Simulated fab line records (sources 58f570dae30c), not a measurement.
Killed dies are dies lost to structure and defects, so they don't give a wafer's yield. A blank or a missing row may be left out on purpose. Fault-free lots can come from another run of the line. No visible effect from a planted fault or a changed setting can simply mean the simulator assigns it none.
fab line records	flow berkeley_cmos170
record: lots: 14	wafers: 42	last_day: 12
route steps=331 shown PLDD@151 M3@316
lots that met no fault: from a run of the same line without faults
start_h: hours from the record's opening day to when the first of the lot's shown wafers began	wait_h: time in hours since the lot's previous step	" unchanged from the row above	L1.1+2: several wafers, shown together as one row	- value missing, or start not given	* or withheld: withheld	< > ~ a bound
route shown NAME@n: a module of which the file shows steps, and the number in the route of the first	usual: the fault-free wafers' mean and standard deviation	same: alike in all rows	chamber/n: place in a boat	sites: readings site by site	_std_site: standard deviation of those values	_edge_site: the outer-site mean with the inner-site mean subtracted	radius_mm: how far each site lies from the wafer's centre	mask NAME#n: copy n	behind: the most recent tool/chamber to have shaped the wafer	hold: reason for holding the lot/hours on hold/outcome of the hold	device: transistor that didn't switch, given as n, p or np	end of line: the same wafers' tests at the end of the route	step lacking rows: just its recipe	killed: at the first sort, the dies lost to defects and structure; wafer yield is something else	map: per-die view of a wafer (x killed, . not killed, _ where there is no die)
set.NAME: the setting the step ran with; set.NAME@STEP: the setting that earlier step ran with	model.NAME: the simulator's own value behind a step, which no gauge read
one table for each step of the route and one row for each wafer, over a sample of lots
services: a tool's chamber out of use, with start hour (start_h, from the record's first day; less than 0 if before it), hours out, and reason
== steps ==
step: UCB170_PLDD_CD_MEAS_06
recipe: target_cd_nm: 1200
usual: cd_nm: 1199.9/1.3
lot.wafer	tool	chamber	start_h	wait_h	cd_nm
L392.1	cd_sem-01	-	152.26	-	1196.9
L392.2	"	-	"	"	1197.9
L392.6	"	-	"	"	1198.3
L394.1	cd_sem-01	-	164.09	-	1199.1
L394.2	"	-	"	"	1198.4
L394.5	"	-	"	"	1200.7
L396.2	cd_sem-02	-	164.55	-	1201.0
L396.5	"	-	"	"	1202.2
L396.6	"	-	"	"	1200.7
L395.4	cd_sem-01	-	164.92	-	1199.3
L395.5	"	-	"	"	1198.6
L395.6	"	-	"	"	1198.8
L400.2	cd_sem-02	-	191.35	-	1198.3
L400.3	"	-	"	"	1199.4
L400.4	"	-	"	"	1200.6
L401.2	cd_sem-02	-	200.96	-	1199.1
L401.3	"	-	"	"	1199.4
L401.4	"	-	"	"	1199.6
L404.2	cd_sem-02	-	201.08	-	1199.9
L404.5	"	-	"	"	1200.5
L404.6	"	-	"	"	1199.6
L407.1	cd_sem-01	-	213.40	-	1199.0
L407.3	"	-	"	"	1199.3
L407.6	"	-	"	"	1199.1
L409.2	cd_sem-02	-	243.04	-	1201.2
L409.3	"	-	"	"	1203.3
L409.5	"	-	"	"	1203.3
L411.2	cd_sem-02	-	243.63	-	1198.9
L411.3	"	-	"	"	1198.9
L411.4	"	-	"	"	1199.3
L412.1	cd_sem-01	-	243.88	-	1199.8
L412.2	"	-	"	"	1200.0
L412.5	"	-	"	"	1199.8
L413.1	cd_sem-01	-	254.05	-	1199.0
L413.3	"	-	"	"	1199.9
L413.4	"	-	"	"	1199.8
L414.3	cd_sem-01	-	254.22	-	1201.2
L414.4	"	-	"	"	1201.5
L414.5	"	-	"	"	1200.6
L410.1	cd_sem-01	-	254.33	-	1199.6
L410.3	"	-	"	"	1200.9
L410.5	"	-	"	"	1201.3
step: UCB170_M3_STRIP_07
recipe: chemistry: O2	power_w: 400	pressure_mtorr: 3500	platen_temp_c: withheld	o2_flow_sccm: 400	overash_fraction: 0.5
usual: drypump_motor_current_A: 5.6/0.56	oes_product_au: 0.734/0.0044	strip_time_to_endpoint_s: 21.99/0.075
lot.wafer	tool	chamber	start_h	wait_h	drypump_motor_current_A	oes_product_au	rf_hours_counter_h	strip_time_to_endpoint_s
L392.1	plasma_asher-01	0	190.30	0.1	5.0	0.731	46	22.00
L392.2	"	1	"	"	5.7	0.732	46	21.95
L392.6	"	0	"	"	5.0	0.739	-	21.98
L396.2	plasma_asher-03	1	197.83	0.1	6.4	0.741	10	21.94
L396.5	"	0	"	"	5.7	0.731	-	21.93
L396.6	"	1	"	"	6.5	0.737	-	21.90
L394.1	plasma_asher-01	1	200.18	0.1	5.7	0.731	48	21.92
L394.2	"	0	"	"	5.1	0.731	48	21.91
L394.5	"	0	"	"	5.0	0.730	-	21.93
L395.4	plasma_asher-03	0	200.34	0.1	5.7	0.734	-	21.99
L395.5	"	0	"	"	5.7	0.734	-	22.00
L395.6	"	1	"	"	6.5	0.741	-	22.04
L400.2	plasma_asher-03	0	230.11	0.1	5.7	0.731	13	21.92
L400.3	"	1	"	"	6.5	0.740	-	21.91
L400.4	"	0	"	"	5.7	0.738	-	21.98
L401.2	plasma_asher-01	0	238.77	0.1	5.1	0.732	52	21.93
L401.3	"	1	"	"	5.7	0.737	-	22.00
L401.4	"	0	"	"	5.1	0.732	-	21.99
L404.2	plasma_asher-01	0	240.75	0.1	5.1	0.739	53	21.99
L404.5	"	0	"	"	5.1	0.732	-	22.00
L404.6	"	1	"	"	5.7	0.733	-	21.96
L407.1	plasma_asher-01	0	250.35	0.1	5.1	0.730	54	22.02
L407.3	"	1	"	"	5.7	0.726	-	22.04
L407.6	"	1	"	"	5.7	0.734	-	22.01
L412.1	plasma_asher-03	0	274.90	0.1	5.7	0.726	15	22.10
L412.2	"	1	"	"	6.5	0.739	15	22.08
L412.5	"	1	"	"	6.5	0.741	-	22.07
L409.2	plasma_asher-04	0	278.47	0.1	6.0	0.737	56	21.98
L409.3	"	1	"	"	4.8	0.737	-	21.95
L409.5	"	0	"	"	6.0	0.733	-	21.95
L411.2	plasma_asher-03	1	278.92	0.1	6.5	0.732	16	22.07
L411.3	"	1	"	"	6.5	0.734	-	22.06
L411.4	"	0	"	"	5.7	0.735	-	22.09
L413.1	plasma_asher-03	1	291.23	0.1	6.5	0.731	17	21.98
L413.3	"	0	"	"	5.7	0.731	-	21.94
L413.4	"	1	"	"	6.5	0.739	-	21.94
L410.1	plasma_asher-04	1	294.65	0.1	4.8	0.727	58	21.92
L410.3	"	1	"	"	4.8	0.723	-	21.99
L410.5	"	0	"	"	6.0	0.733	-	21.94
L414.3	plasma_asher-01	1	295.19	0.1	5.7	0.742	-	22.08
L414.4	"	0	"	"	5.1	0.739	-	22.07
L414.5	"	1	"	"	5.7	0.731	-	22.13
step: UCB170_M3_DEVELOP_14
recipe: developer: TMAH	develop_time_s: 45	resist: KrF	dev_temp_c: 21
usual: chill_plate_temp_C: 23.00/0.12	develop_time_s: 45/0
lot.wafer	tool	chamber	start_h	wait_h	chill_plate_temp_C	develop_time_s
L392.1	litho_track-02	0	191	-	23.09	45
L392.2	"	0	"	"	22.88	45
L392.6	"	0	"	"	23.08	45
L396.2	litho_track-02	0	199	-	22.76	45
L396.5	"	0	"	"	22.87	45
L396.6	"	0	"	"	22.85	45
L394.1	litho_track-01	0	201	-	23.05	45
L394.2	"	0	"	"	23.10	45
L394.5	"	0	"	"	23.19	45
L395.4	litho_track-02	0	201	-	22.89	45
L395.5	"	0	"	"	23.05	45
L395.6	"	0	202	-	22.89	45
L400.2	litho_track-01	0	231	-	22.94	45
L400.3	"	0	"	"	22.96	45
L400.4	"	0	"	"	22.99	45
L401.2	litho_track-04	-	241	-	-	-
L401.3	"	-	"	"	-	-
L401.4	"	-	"	"	-	-
L404.2	litho_track-02	-	242	-	-	-
L404.5	"	-	"	"	-	-
L404.6	"	-	243	-	-	-
L407.1	litho_track-01	0	252	-	22.85	45
L407.3	"	0	"	"	23.05	45
L407.6	"	0	"	"	22.96	45
L412.1	litho_track-02	0	277	-	22.93	45
L412.2	"	0	"	"	23.05	45
L412.5	"	0	"	"	22.94	45
L409.2	litho_track-04	0	279	-	22.95	45
L409.3	"	0	"	"	23.12	45
L409.5	"	0	"	"	23.01	45
L411.2	litho_track-04	0	280	-	23.04	45
L411.3	"	0	"	"	23.13	45
L411.4	"	0	"	"	23.05	45
L413.1	litho_track-02	0	293	-	22.93	45
L413.3	"	0	"	"	23.01	45
L413.4	"	0	"	"	22.85	45
L410.1	litho_track-01	0	296	-	23.07	45
L410.3	"	0	"	"	22.98	45
L410.5	"	0	"	"	22.99	45
L414.3	litho_track-04	0	297	-	22.89	45
L414.4	"	0	"	"	22.86	45
L414.5	"	0	"	"	22.93	45
step: UCB170_M3_STRIP_19
recipe: chemistry: O2	power_w: 400	pressure_mtorr: 3500	platen_temp_c: withheld	o2_flow_sccm: 400	overash_fraction: 0.5
usual: drypump_motor_current_A: 5.6/0.58	oes_product_au: 0.541/0.014
lot.wafer	tool	chamber	start_h	wait_h	drypump_motor_current_A	oes_product_au	rf_hours_counter_h
L392.1	plasma_asher-03	0	192.28	0.3	5.7	0.534	9
L392.2	"	1	"	"	6.5	0.515	9
L392.6	"	0	"	"	5.7	0.518	-
L396.2	plasma_asher-04	0	199.80	0.1	6.0	0.546	46
L396.5	"	0	"	"	6.0	0.545	-
L396.6	"	1	"	"	4.8	0.541	-
L394.1	plasma_asher-01	1	202.39	0.1	5.7	0.560	48
L394.2	"	0	"	"	5.0	0.545	48
L394.5	"	1	"	"	5.7	0.554	-
L395.4	plasma_asher-04	1	202.54	0.1	4.8	0.542	-
L395.5	"	1	"	"	4.8	0.552	-
L395.6	"	0	"	"	6.0	0.543	-
L400.2	plasma_asher-03	1	232.20	0.2	6.4	0.559	13
L400.3	"	0	"	"	5.7	0.559	-
L400.4	"	1	"	"	6.5	0.570	-
L401.2	plasma_asher-04	0	241.96	0.1	6.0	0.541	52
L401.3	"	0	"	"	6.0	0.541	-
L401.4	"	1	"	"	4.8	0.535	-
L404.2	plasma_asher-04	1	243.41	0.1	4.8	0.563	52
L404.5	"	1	"	"	4.8	0.551	-
L404.6	"	0	"	"	6.0	0.564	-
L407.1	plasma_asher-04	1	252.93	0.1	4.8	0.523	53
L407.3	"	0	"	"	6.0	0.519	-
L407.6	"	1	"	"	4.8	0.521	-
L412.1	plasma_asher-01	1	277.71	0.1	5.7	0.548	58
L412.2	"	0	"	"	5.1	0.531	58
L412.5	"	1	"	"	5.7	0.531	-
L409.2	plasma_asher-03	0	280.15	0.1	5.7	0.523	16
L409.3	"	1	"	"	6.5	0.537	-
L409.5	"	0	"	"	5.7	0.530	-
L411.2	plasma_asher-04	0	280.70	0.1	6.0	0.548	57
L411.3	"	1	"	"	4.8	0.538	-
L411.4	"	0	"	"	6.0	0.556	-
L413.1	plasma_asher-03	0	294.33	0.1	5.7	0.543	17
L413.3	"	0	"	"	5.7	0.555	-
L413.4	"	1	"	"	6.5	0.539	-
L410.1	plasma_asher-03	1	296.88	0.1	6.5	0.551	18
L410.3	"	1	"	"	6.4	0.543	-
L410.5	"	0	"	"	5.7	0.553	-
L414.3	plasma_asher-03	0	297.91	0.1	5.7	0.534	-
L414.4	"	1	"	"	6.5	0.524	-
L414.5	"	1	"	"	6.4	0.534	-
== services ==
tool	chamber	start_h	hours	kind
plasma_asher-01	-	172.74	2.8	pm
plasma_asher-03	-	235.32	26.4	repair
plasma_asher-03	-	247.74	12.3	repair
== key ==
first_sign: step: UCB170_M3_DEVELOP_14	reading: tool_record	direction: missing
effect none on later readings
met_at UCB170_M3_DEVELOP_14
struck_lots L401,L404
later_rows_left_out L401.2,L401.3,L401.4,L404.2,L404.5,L404.6
sort_left_out L401.2,L401.3,L401.4,L404.2,L404.5,L404.6
tester_left_out L404
not_acting_at UCB170_PLDD_CD_MEAS_06,UCB170_M3_STRIP_07,UCB170_M3_STRIP_19
onset_between 201 241
earlier_fault: kind: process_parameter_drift	tool: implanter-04	chamber: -	onset_h: 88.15	steps: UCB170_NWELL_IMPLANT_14	channel: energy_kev	offset: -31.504	shape: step	end_h: 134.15	acts_in: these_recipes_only	stated: 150
fault: kind: skipped_step_whole	tool: litho_track-02,litho_track-04	chamber: -	onset_h: 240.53	steps: UCB170_M3_DEVELOP_14	scope: struck_lots_only
tester_left_out: of these lots the tester's yield and bins aren't shown, on N5 and GAA mostly nor the transistor test; their killed dies are dies lost to structure and defects alone, not to doping, threshold or leakage, so they don't give the yield
sort_left_out: the simulated sort isn't trusted on such a fault, so these wafers' sort isn't shown, and their yield isn't known
later_rows_left_out: the simulator's readings of these wafers behind a module that went badly wrong aren't trusted and aren't shown, but for the sort
